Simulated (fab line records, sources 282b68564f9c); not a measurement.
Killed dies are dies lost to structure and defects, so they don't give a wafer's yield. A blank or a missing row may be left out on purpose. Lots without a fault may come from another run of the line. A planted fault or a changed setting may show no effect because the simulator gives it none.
A struck lot beside a sound one | flow rit_cmos | 18 steps out of a route of 202
Sound: wafers L478.1, L478.2, L478.3. Struck: wafers L496.1, L496.2, L496.5. The cause comes at the end.
At each step with rows: each side's tool, then ch and its chambers, then its first start. Under that, the readings that differ: sound wafers | struck wafers | difference of the means | sigmas: that difference in standard deviations of wafers without a fault.
alike: readings whose means differ by less than 2 such deviations, and words and numbers that are the same on both sides. not compared: withheld readings, readings that some wafer has no value for, bounds like >300 that may hide the same value, and numbers for which the record gives no deviation and whose values overlap.
The two part at a step that has a row with sigmas, a row that says differs or no value, or rows on one side only. Numbers that don't overlap but have no deviation are shown without sigmas and don't part them. A reading that every wafer of one side lacks parts them only if that side has two wafers or more.

RIT_M1_SPUTTER_00: material Al, target thk 400 nm, time 500 s.
  sound on pvd_sputter-01, day 3 09:23; struck on pvd_sputter-01, day 7 06:42
  reading                | sound          | struck         | difference | sigmas
  throttle_valve_pct (%) | 27.9 28.0 29.8 | 31.9 29.5 32.2 | +2.6       | +2
RIT_M1_RS_MEAS_01: measures by four-point-probe.
  sound on film_metro-04, day 3 09:41; struck on film_metro-02, day 7 07:00
  alike: M1_AL_RS
RIT_M1_THK_MEAS_02: measures by xrf.
  sound on film_metro-04, day 3 09:48; struck on film_metro-02, day 7 07:07
  alike: M1_AL_THK
then, 6 steps without rows for these wafers: RIT_M1_HMDS_03 (prime time 60 s); RIT_M1_COAT_04 (resist thk 1300 nm); RIT_M1_SOFTBAKE_05 (time 60 s); RIT_M1_EXPOSE_06 (exposes mask M12, target cd 2600 nm); RIT_M1_PEB_07; RIT_M1_DEVELOP_08 (develop time 68 s).
RIT_M1_CD_MEAS_09: target cd 2600 nm.
  sound on cd_sem-02, day 3 10:47; struck on cd_sem-02, day 7 08:11
  alike: cd_nm
RIT_M1_OVL_MEAS_10:
  sound on overlay-02, day 3 10:54; struck on overlay-01, day 7 08:18
  alike: M1_OVL
then, 1 step without rows for these wafers: RIT_M1_HARDBAKE_11 (time 120 s).
RIT_M1_METAL_ETCH_12: etches Al in Cl2/BCl3, stops on SiO2, time 165 s, target depth 600 nm.
  sound on rie_metal-02 ch 0,1, day 3 11:11; struck on rie_metal-01 ch 0,1, day 7 08:35
  reading                                  | sound             | struck            | difference | sigmas
  oes_product_au (a.u.)                    | 0.770 0.776 0.783 | 0.634 0.632 0.634 | -0.143     | -18
  over_etch_frac                           | 0.5 0.5 0.5       | 1.25 1.25 1.25    | +0.75      |
  model.NOVOLAK_of_M1_COAT_04.thk_nm (nm)  | 797.7 806 800.2   | 642.3 643.8 642.5 | -158.4     |
  model.M1.feature_depth_nm (nm)           | 427.1 425.9 427.8 | 450.8 448.3 452.2 | +23.5      |
  model.SiO2_of_CONTACT_CVD_00.thk_nm (nm) | 357.6 363.6 360.9 | 342.1 351.5 352.1 | -12.1      |
  alike: drypump_motor_current_A, throttle_valve_pct
  not compared: rf_hours_counter_h
then, 1 step without rows for these wafers: RIT_M1_STRIP_13 (strips in nmp, time 600 s).
RIT_M1_STRIP_14: strips in O2, time 180 s.
  sound on plasma_asher-04 ch 0,1, day 3 11:32; struck on plasma_asher-03 ch 0,1, day 7 08:56
  alike: drypump_motor_current_A, rf_refl_power_W
  not compared: rf_hours_counter_h
RIT_M1_CD_MEAS_90: target cd 2600 nm.
  sound on cd_sem-01, day 3 11:43; struck on cd_sem-01, day 7 09:06
  reading    | sound                | struck               | difference | sigmas
  cd_nm (nm) | 2599.1 2598.8 2599.6 | 2588.7 2585.5 2585.9 | -12.5      | -5
then, 1 step without rows for these wafers: RIT_M1_ANNEAL_15 (time 1800 s).
RIT_M1_PROBE_99:
  sound on prober-02, day 3 13:27; struck on prober-02, day 7 12:16
  reading                               | sound                      | struck                     | difference | sigmas
  sort_bin_3_pad_short (%)              | 0 0 0.4                    | 0.8 0.4 0.8                | +0.5       | +2
  model.etest.antenna_m1.vt_shift_v (V) | -0.01699 -0.01415 -0.01331 | -0.02776 -0.03093 -0.03032 | -0.01485   |
  alike: defect_limited_yield, killed_at_contacts, killed_at_front_end, killed_dies, killed_open, killed_short, sort_bin_5_function, sort_bin_6_memory, sort_n_pass, sort_yield_pct
  not compared: model.etest.antenna_m1.gate_log10_a_cm2

WHERE THEY PART
First at RIT_M1_SPUTTER_00; last, within this record, at RIT_M1_PROBE_99.

WHY: what the simulator had put in
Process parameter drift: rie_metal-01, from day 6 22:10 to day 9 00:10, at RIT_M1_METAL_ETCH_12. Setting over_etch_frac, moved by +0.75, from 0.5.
